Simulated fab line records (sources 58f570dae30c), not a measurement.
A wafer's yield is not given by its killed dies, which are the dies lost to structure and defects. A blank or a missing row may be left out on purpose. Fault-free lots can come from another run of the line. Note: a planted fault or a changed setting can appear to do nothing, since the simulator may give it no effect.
Which tool is to blame? + flow berkeleyCmos170 + 45 wafers from 15 lots sampled at 2 of the route's 331 steps

## WHAT THE GAUGES READ, wafer by wafer
UCB170_PLDD_OVL_MEAS_07.
| lot  | measured     | on         | PLDD_OVL (nm) |
|------|--------------|------------|---------------|
| L752 | day 7 09:45  | overlay-02 | 3 -4 -8       |
| L751 | day 7 09:58  | overlay-02 | 8 9 -1        |
| L753 | day 7 18:13  | overlay-02 | 4 -2 5        |
| L754 | day 7 18:29  | overlay-02 | 4 1 3         |
| L755 | day 8 13:53  | overlay-01 | 7 -2 8        |
| L756 | day 8 14:31  | overlay-01 | 4 3 6         |
| L758 | day 8 14:45  | overlay-02 | -4 4 7        |
| L760 | day 9 08:59  | overlay-01 | -6 -5 1       |
| L764 | day 10 08:01 | overlay-02 | -2 0 -5       |
| L770 | day 11 18:00 | overlay-02 | -1 6 -5       |
| L768 | day 11 18:19 | overlay-02 | 269 266 257   |
| L767 | day 11 18:31 | overlay-02 | 261 264 269   |
| L769 | day 11 18:45 | overlay-01 | 255 254 250   |
| L771 | day 11 21:38 | overlay-02 | -3 0 -5       |
| L774 | day 12 09:20 | overlay-02 | 2 -1 -1       |

## WHICH TOOL RAN EACH LOT (tool, then ch and the chambers of the sampled wafers, then the start)
| lot  | UCB170_PLDD_EXPOSE_03            |
|------|----------------------------------|
| L752 | krfScanner-01 ch 0, day 7 08:27  |
| L751 | krfScanner-01 ch 0, day 7 08:58  |
| L753 | krfScanner-01 ch 0, day 7 17:39  |
| L754 | krfScanner-02 ch 0, day 7 17:59  |
| L755 | krfScanner-02 ch 0, day 8 13:10  |
| L756 | krfScanner-02 ch 0, day 8 14:00  |
| L758 | krfScanner-01 ch 0, day 8 14:14  |
| L760 | krfScanner-01 ch 0, day 9 08:16  |
| L764 | krfScanner-01 ch 0, day 10 07:29 |
| L770 | krfScanner-01 ch 0, day 11 16:26 |
| L768 | krfScanner-02 ch 0, day 11 16:40 |
| L767 | krfScanner-02 ch 0, day 11 16:53 |
| L769 | krfScanner-02 ch 0, day 11 17:00 |
| L771 | krfScanner-01 ch 0, day 11 20:05 |
| L774 | krfScanner-01 ch 0, day 12 08:50 |
- UCB170_PLDD_EXPOSE_03: exposes mask PSELECT, target cd 1200 nm.

## AS READ BY THE TOOLS THEMSELVES (means over the sampled wafers that have a number; for cases with no such wafer, the mark the record gives instead)
The record holds no such reading with a usual standard deviation.

## THE ANSWER, worked out from the rows above alone
Rule: the lots themselves supply what counts as usual. The widest of any qualifying gaps counts: lots, ordered by their means at a reading, are off when they make up no more than a third of the lots, leave a main group of 4 or more, and stand apart from it by 3 or more times the standard deviation of that group's means. The tables above print the reading to a certain number of digits; a main group whose means all agree to those digits is not used. A lot without any number at a reading at which 4 lots or more have one is off too. Where the step has rows for the other lots, those lots are counted as sound. After the gauges, taken in route order, come the tools' own readings; for these a lot's mean is taken, as printed above. At the first step where some lot is off, the reading lying furthest off is the one used; lots without a number count as furthest.
Off: L768, L767, L769, at UCB170_PLDD_OVL_MEAS_07 (PLDD_OVL). The main group has a mean of 1 nm with a standard deviation of 3.
A tool fits if, at a process step before that reading, it ran every lot that is off, and no sound lot after the first of them. Gauges at UCB170_PLDD_OVL_MEAS_07: tried the same way as those tools. One fits: UCB170_PLDD_EXPOSE_03 on krfScanner-02. A fault onset in the window from L756 (day 8 14:00, its last sound lot) to L768 (day 11 16:40, its first lot off) fits.

## WHAT HAD BEEN PUT IN BY THE SIMULATOR
Scanner matching overlay: krfScanner-02, from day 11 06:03 on, at UCB170_PLDD_EXPOSE_03. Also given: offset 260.
Lots struck among those shown: L768, L767, L769. This agrees with what the rule above found.
